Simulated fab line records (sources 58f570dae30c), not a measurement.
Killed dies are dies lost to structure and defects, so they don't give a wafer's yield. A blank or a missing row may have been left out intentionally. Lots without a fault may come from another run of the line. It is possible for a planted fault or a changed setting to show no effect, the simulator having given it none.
fab line records -- flow berkeley_cmos170
record lots=14, wafers=42, last_day=9
route steps=331 shown NWELL@28 ACTIVE@76 CONTACT@235
lots that met no fault: taken from a fault-free run of the same line
start_h: hours from the record's opening day to when the first of the lot's shown wafers began -- wait_h: time in hours since the lot's previous step -- " the same as in the row above -- L1.1+2: one row covering several wafers at once -- - no value present, or no start provided -- * or withheld: withheld -- < > ~ a bound
route shown NAME@n: names a module that has steps shown in the file, with the first one's number in the route -- usual: mean and standard deviation over wafers with no fault -- same: alike in all rows -- chamber/n: place in a boat -- sites: per-site readings -- _std_site: how widely they spread, as a standard deviation -- _edge_site: the outer-site mean with the inner-site mean subtracted -- radius_mm: for every site, how far away it sits from the centre of the wafer -- mask NAME#n: copy n -- behind: the most recent tool/chamber to have shaped the wafer -- hold: reason for holding the lot/hours on hold/outcome of the hold -- device: whichever transistor did not switch (one of n, p or np) -- end of line: the tests these same wafers got at the end of their route -- a step with no rows: only its recipe -- killed: not the wafer's yield, but the dies lost to structure and defects at the first sort -- map: shows each die of a wafer: x if killed, . if not, _ if none is there
set.NAME: the setting the step ran with; set.NAME@STEP: the setting that earlier step ran with -- model.NAME: the simulator's own value behind a step, which no gauge read
the route's steps for a sample of lots (tables are steps, rows are wafers)
services: a tool's chamber out of use, with start hour (start_h, from the record's first day; less than 0 if before it), hours out, and reason
## steps
# step UCB170_NWELL_IMPLANT_14
# recipe species=P, dose_cm2=1e+13, energy_kev=150, tilt_deg=7
# usual end_station_pressure_torr=5.02e-06/3e-07, implant_ion_amu=31/0
lot.wafer,tool,chamber,start_h,wait_h,end_station_pressure_torr,implant_ion_amu
L414.2,implanter-04,0,29.88,0.1,4.87e-06,31
L414.4,implanter-04,0,29.88,0.1,4.81e-06,31
L414.6,implanter-04,0,29.88,0.1,5.2e-06,31
L415.2,implanter-04,0,34.25,0.1,4.83e-06,31
L415.3,implanter-04,0,34.25,0.1,4.85e-06,31
L415.5,implanter-04,0,34.25,0.1,4.73e-06,31
L416.2,implanter-02,0,34.25,0.1,5.12e-06,31
L416.3,implanter-02,0,34.25,0.1,5.04e-06,31
L416.5,implanter-02,0,34.25,0.1,4.88e-06,31
L417.2,implanter-02,0,43.05,0.1,4.84e-06,31
L417.4,implanter-02,0,43.05,0.1,4.73e-06,31
L417.6,implanter-02,0,43.05,0.1,4.42e-06,31
L418.1,implanter-03,0,46.82,0.1,4.45e-06,31
L418.2,implanter-03,0,46.82,0.1,4.63e-06,31
L418.3,implanter-03,0,46.82,0.1,4.96e-06,31
L419.1,implanter-02,0,54.16,0.1,5.27e-06,31
L419.2,implanter-02,0,54.16,0.1,4.84e-06,31
L419.5,implanter-02,0,54.16,0.1,4.9e-06,31
L420.1,implanter-03,0,60.00,0.1,5.18e-06,31
L420.4,implanter-03,0,60.00,0.1,4.79e-06,31
L420.5,implanter-03,0,60.00,0.1,4.98e-06,31
L421.1,implanter-04,0,68.76,0.1,5.13e-06,31
L421.2,implanter-04,0,68.76,0.1,4.66e-06,31
L421.6,implanter-04,0,68.76,0.1,5.1e-06,31
L422.1,implanter-02,0,75.06,0.1,4.5e-06,31
L422.4,implanter-02,0,75.06,0.1,5.54e-06,31
L422.6,implanter-02,0,75.06,0.1,4.96e-06,31
L423.1,implanter-03,0,80.00,0.1,4.61e-06,31
L423.3,implanter-03,0,80.00,0.1,5.54e-06,31
L423.5,implanter-03,0,80.00,0.1,5.33e-06,31
L426.1,implanter-04,0,90.25,0.1,5.03e-06,11
L426.2,implanter-04,0,90.25,0.1,4.45e-06,11
L426.5,implanter-04,0,90.25,0.1,5.12e-06,11
L425.1,implanter-02,0,90.41,0.1,4.92e-06,11
L425.2,implanter-02,0,90.41,0.1,5.35e-06,11
L425.3,implanter-02,0,90.41,0.1,5.73e-06,11
L427.1,implanter-03,0,97.99,0.1,4.36e-06,11
L427.3,implanter-03,0,97.99,0.1,4.63e-06,11
L427.4,implanter-03,0,97.99,0.1,5.08e-06,11
L428.3,implanter-02,0,104.03,0.1,5.23e-06,11
L428.4,implanter-02,0,104.03,0.1,4.93e-06,11
L428.5,implanter-02,0,104.03,0.1,4.09e-06,11
# step UCB170_NWELL_TW_MEAS_16
# usual NWELL_TW=1246/13
lot.wafer,tool,chamber,start_h,wait_h,NWELL_TW
L414.2,film_metro-03,-,30.12,0.1,1259
L414.4,film_metro-03,-,30.12,0.1,1257
L414.6,film_metro-03,-,30.12,0.1,1251
L415.2,film_metro-02,-,34.48,0.1,1225
L415.3,film_metro-02,-,34.48,0.1,1225
L415.5,film_metro-02,-,34.48,0.1,1227
L416.2,film_metro-01,-,34.48,0.1,1257
L416.3,film_metro-01,-,34.48,0.1,1255
L416.5,film_metro-01,-,34.48,0.1,1251
L417.2,film_metro-01,-,43.28,0.1,1257
L417.4,film_metro-01,-,43.28,0.1,1257
L417.6,film_metro-01,-,43.28,0.1,1250
L418.1,film_metro-01,-,47.07,0.1,1255
L418.2,film_metro-01,-,47.07,0.1,1249
L418.3,film_metro-01,-,47.07,0.1,1250
L419.1,film_metro-02,-,54.41,0.1,1241
L419.2,film_metro-02,-,54.41,0.1,1235
L419.5,film_metro-02,-,54.41,0.1,1236
L420.1,film_metro-02,-,60.25,0.1,1241
L420.4,film_metro-02,-,60.25,0.1,1239
L420.5,film_metro-02,-,60.25,0.1,1230
L421.1,film_metro-03,-,69.01,0.1,1245
L421.2,film_metro-03,-,69.01,0.1,1252
L421.6,film_metro-03,-,69.01,0.1,1249
L422.1,film_metro-01,-,75.31,0.1,1261
L422.4,film_metro-01,-,75.31,0.1,1251
L422.6,film_metro-01,-,75.31,0.1,1256
L423.1,film_metro-02,-,80.25,0.1,1228
L423.3,film_metro-02,-,80.25,0.1,1230
L423.5,film_metro-02,-,80.25,0.1,1229
L426.1,film_metro-01,-,90.50,0.1,514
L426.2,film_metro-01,-,90.50,0.1,515
L426.5,film_metro-01,-,90.50,0.1,514
L425.1,film_metro-03,-,90.66,0.1,518
L425.2,film_metro-03,-,90.66,0.1,517
L425.3,film_metro-03,-,90.66,0.1,513
L427.1,film_metro-02,-,98.24,0.1,504
L427.3,film_metro-02,-,98.24,0.1,505
L427.4,film_metro-02,-,98.24,0.1,502
L428.3,film_metro-01,-,104.25,0.1,514
L428.4,film_metro-01,-,104.25,0.1,516
L428.5,film_metro-01,-,104.25,0.1,516
# step UCB170_ACTIVE_STRIP_16
# recipe chemistry=O2, power_w=400, pressure_mtorr=3500, platen_temp_c=withheld, o2_flow_sccm=400, overash_fraction=0.5
# usual drypump_motor_current_A=5.44/0.14, o2_flow_sccm=399.9/1.2, oes_product_au=0.721/0.0046, strip_time_to_endpoint_s=18.01/0.095
lot.wafer,tool,chamber,start_h,wait_h,drypump_motor_current_A,o2_flow_sccm,oes_product_au,rf_hours_counter_h,strip_time_to_endpoint_s
L414.2,plasma_asher-04,0,76.16,0.1,5.35,401.2,0.715,31,18.03
L414.4,plasma_asher-04,0,76.16,0.1,5.35,398.1,0.716,-,18.07
L414.6,plasma_asher-04,0,76.16,0.1,5.36,399.6,0.722,-,18.15
L416.2,plasma_asher-04,1,76.28,0.1,5.47,400.8,0.720,31,18.10
L416.3,plasma_asher-04,1,76.28,0.1,5.46,400.3,0.720,-,18.00
L416.5,plasma_asher-04,1,76.28,0.1,5.45,400.8,0.717,-,18.10
L415.2,plasma_asher-04,1,76.44,0.1,5.49,398.5,0.717,31,18.10
L415.3,plasma_asher-04,1,76.44,0.1,5.48,396.8,0.717,-,18.15
L415.5,plasma_asher-04,0,76.44,0.1,5.36,401.0,0.722,-,18.11
L417.2,plasma_asher-04,0,90.82,0.1,5.38,400.5,0.729,33,18.00
L417.4,plasma_asher-04,0,90.82,0.1,5.36,398.7,0.713,-,18.03
L417.6,plasma_asher-04,0,90.82,0.1,5.36,399.2,0.718,-,18.00
L418.1,plasma_asher-03,1,91.23,0.1,5.50,398.8,0.716,31,17.85
L418.2,plasma_asher-03,0,91.23,0.1,5.66,398.9,0.721,31,17.90
L418.3,plasma_asher-03,0,91.23,0.1,5.66,397.2,0.724,-,17.85
L419.1,plasma_asher-01,0,101.92,0.1,5.47,399.7,0.719,39,18.04
L419.2,plasma_asher-01,1,101.92,0.1,5.19,399.9,0.720,39,18.14
L419.5,plasma_asher-01,1,101.92,0.1,5.20,399.3,0.723,-,17.98
L420.1,plasma_asher-01,1,106.01,0.1,5.21,399.1,0.716,39,17.90
L420.4,plasma_asher-01,1,106.01,0.1,5.21,399.5,0.733,-,17.86
L420.5,plasma_asher-01,0,106.01,0.1,5.48,399.1,0.725,-,17.93
L421.1,plasma_asher-04,0,112.06,0.1,5.37,397.2,0.716,35,18.09
L421.2,plasma_asher-04,1,112.06,0.1,5.47,400.5,0.724,35,17.98
L421.6,plasma_asher-04,0,112.06,0.1,5.37,400.2,0.712,-,18.08
L422.1,plasma_asher-01,1,117.89,0.1,5.20,401.1,0.722,0,18.02
L422.4,plasma_asher-01,1,117.89,0.1,5.20,399.3,0.727,-,17.97
L422.6,plasma_asher-01,1,117.89,0.1,5.19,401.8,0.727,-,18.14
L423.1,plasma_asher-04,1,124.55,0.1,5.47,399.8,0.719,37,17.94
L423.3,plasma_asher-04,0,124.55,0.1,5.34,400.0,0.724,-,17.88
L423.5,plasma_asher-04,0,124.55,0.1,5.39,399.3,0.718,-,17.97
# step UCB170_CONTACT_STRIP_19
# recipe chemistry=O2, power_w=400, pressure_mtorr=3500, platen_temp_c=withheld, o2_flow_sccm=400, overash_fraction=0.5
# usual drypump_motor_current_A=5.7/0.39, o2_flow_sccm=400.1/1.3, oes_product_au=0.725/0.0045
lot.wafer,tool,chamber,start_h,wait_h,drypump_motor_current_A,o2_flow_sccm,oes_product_au,rf_hours_counter_h
L414.2,plasma_asher-03,1,139.21,-,5.5,399.9,0.727,37
L414.4,plasma_asher-03,0,139.21,-,5.6,399.9,0.729,-
L414.6,plasma_asher-03,0,139.21,-,5.6,401.0,0.727,-
L416.2,plasma_asher-02,1,139.39,-,5.8,399.9,0.725,50
L416.3,plasma_asher-02,1,139.39,-,5.8,398.3,0.719,-
L416.5,plasma_asher-02,0,139.39,-,6.5,400.5,0.725,-
L415.2,plasma_asher-03,0,141.08,-,5.6,402.8,0.723,37
L415.3,plasma_asher-03,0,141.08,-,5.6,401.4,0.720,-
L415.5,plasma_asher-03,0,141.08,-,5.6,400.5,0.725,-
L418.1,plasma_asher-02,0,154.93,-,6.5,400.7,0.719,52
L418.2,plasma_asher-02,1,154.93,-,5.8,400.3,0.729,52
L418.3,plasma_asher-02,0,154.93,-,6.5,399.9,0.725,-
L417.2,plasma_asher-04,1,157.19,-,5.5,400.9,0.728,41
L417.4,plasma_asher-04,1,157.19,-,5.5,399.7,0.730,-
L417.6,plasma_asher-04,0,157.19,-,5.3,398.6,0.719,-
L419.1,plasma_asher-03,1,168.96,-,5.5,401.1,0.721,40
L419.2,plasma_asher-03,0,168.96,-,5.7,398.8,0.718,40
L419.5,plasma_asher-03,1,168.96,-,5.5,402.1,0.729,-
L420.1,plasma_asher-04,1,169.20,-,5.5,399.6,0.721,42
L420.4,plasma_asher-04,1,169.20,-,5.5,401.2,0.722,-
L420.5,plasma_asher-04,0,169.20,-,5.4,402.1,0.726,-
L421.1,plasma_asher-02,1,180.62,-,5.8,399.2,0.720,54
L421.2,plasma_asher-02,0,180.62,-,6.5,401.4,0.729,54
L421.6,plasma_asher-02,0,180.62,-,6.5,401.3,0.718,-
L423.1,plasma_asher-03,1,194.94,-,5.5,399.0,0.720,43
L423.3,plasma_asher-03,0,194.94,-,5.7,400.7,0.730,-
L423.5,plasma_asher-03,0,194.94,-,5.7,401.7,0.730,-
L422.1,plasma_asher-04,1,195.21,-,5.5,401.7,0.729,44
L422.4,plasma_asher-04,1,195.21,-,5.5,399.8,0.719,-
L422.6,plasma_asher-04,1,195.21,-,5.5,401.3,0.722,-
# step UCB170_CONTACT_CD_MEAS_90
# recipe target_cd_nm=700
# usual cd_nm=700.4/1.7
lot.wafer,tool,chamber,start_h,wait_h,cd_nm
L414.2,cd_sem-02,-,139.33,0.1,701.6
L414.4,cd_sem-02,-,139.33,0.1,701.5
L414.6,cd_sem-02,-,139.33,0.1,700.4
L416.2,cd_sem-01,-,139.51,0.1,698.3
L416.3,cd_sem-01,-,139.51,0.1,698.8
L416.5,cd_sem-01,-,139.51,0.1,699.2
L415.2,cd_sem-01,-,141.20,0.1,700.5
L415.3,cd_sem-01,-,141.20,0.1,702.2
L415.5,cd_sem-01,-,141.20,0.1,699.9
L418.1,cd_sem-01,-,155.03,0.1,702.2
L418.2,cd_sem-01,-,155.03,0.1,701.3
L418.3,cd_sem-01,-,155.03,0.1,700.0
L417.2,cd_sem-01,-,157.31,0.1,701.3
L417.4,cd_sem-01,-,157.31,0.1,701.2
L417.6,cd_sem-01,-,157.31,0.1,699.8
L419.1,cd_sem-02,-,169.06,0.1,702.3
L419.2,cd_sem-02,-,169.06,0.1,700.9
L419.5,cd_sem-02,-,169.06,0.1,700.4
L420.1,cd_sem-01,-,169.30,0.1,699.1
L420.4,cd_sem-01,-,169.30,0.1,699.7
L420.5,cd_sem-01,-,169.30,0.1,699.6
L421.1,cd_sem-01,-,180.72,0.1,699.1
L421.2,cd_sem-01,-,180.72,0.1,700.1
L421.6,cd_sem-01,-,180.72,0.1,700.5
L423.1,cd_sem-01,-,195.04,0.1,703.5
L423.3,cd_sem-01,-,195.04,0.1,701.1
L423.5,cd_sem-01,-,195.04,0.1,702.6
L422.1,cd_sem-02,-,195.31,0.1,699.4
L422.4,cd_sem-02,-,195.31,0.1,698.5
L422.6,cd_sem-02,-,195.31,0.1,700.5
## services
tool,chamber,start_h,hours,kind
plasma_asher-01,-,24.97,1.9,repair
implanter-03,-,27.30,0.6,repair
implanter-02,-,34.54,4.7,pm
plasma_asher-03,-,39.36,43.1,repair
plasma_asher-01,-,71.49,14.6,pm
implanter-03,-,74.20,4.1,pm
implanter-02,-,87.09,1.7,repair
plasma_asher-03,-,92.56,2.2,repair
plasma_asher-04,-,93.20,4.0,repair
plasma_asher-01,-,108.75,9.0,pm
plasma_asher-01,0,108.75,9.0,vent_cycle
plasma_asher-01,1,108.75,9.0,vent_cycle
plasma_asher-01,0,117.75,-,clean
plasma_asher-01,1,117.75,-,clean
implanter-04,-,120.32,3.9,repair
implanter-03,-,122.98,1.6,repair
plasma_asher-01,-,160.74,2.9,repair
implanter-03,-,169.91,5.6,repair
plasma_asher-01,-,182.52,1.3,repair
## key
first_sign step=UCB170_NWELL_IMPLANT_14, reading=implant_ion_amu, direction=down, sigmas=99+, usual=31, struck=11
effect step=UCB170_NWELL_TW_MEAS_16, reading=NWELL_TW, direction=down, sigmas=55, usual=1246, struck=512
met_at UCB170_NWELL_IMPLANT_14
struck_lots L425,L426,L427,L428
later_rows_left_out L425.1,L425.2,L425.3,L426.1,L426.2,L426.5,L427.1,L427.3,L427.4,L428.3,L428.4,L428.5
sort_left_out L425.1,L425.2,L425.3,L426.1,L426.2,L426.5,L427.1,L427.3,L427.4,L428.3,L428.4,L428.5
tester_left_out L425,L426,L427,L428
not_acting_at UCB170_ACTIVE_STRIP_16,UCB170_CONTACT_STRIP_19,UCB170_CONTACT_CD_MEAS_90
onset_between 80.00 90.25
fault kind=wrong_recipe_download, tool=implanter-02,implanter-03,implanter-04, chamber=-, onset_h=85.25, steps=UCB170_NWELL_IMPLANT_14, wrong_recipe.not_listed=1
# tester_left_out: of these lots the tester's yield and bins aren't shown, on N5 and GAA mostly nor the transistor test; their killed dies are dies lost to structure and defects alone, not to doping, threshold or leakage, so they don't give the yield
# sort_left_out: the simulated sort isn't trusted on such a fault, so these wafers' sort isn't shown, and their yield isn't known
# later_rows_left_out: the simulator's readings of these wafers behind a module that went badly wrong aren't trusted and aren't shown, but for the sort
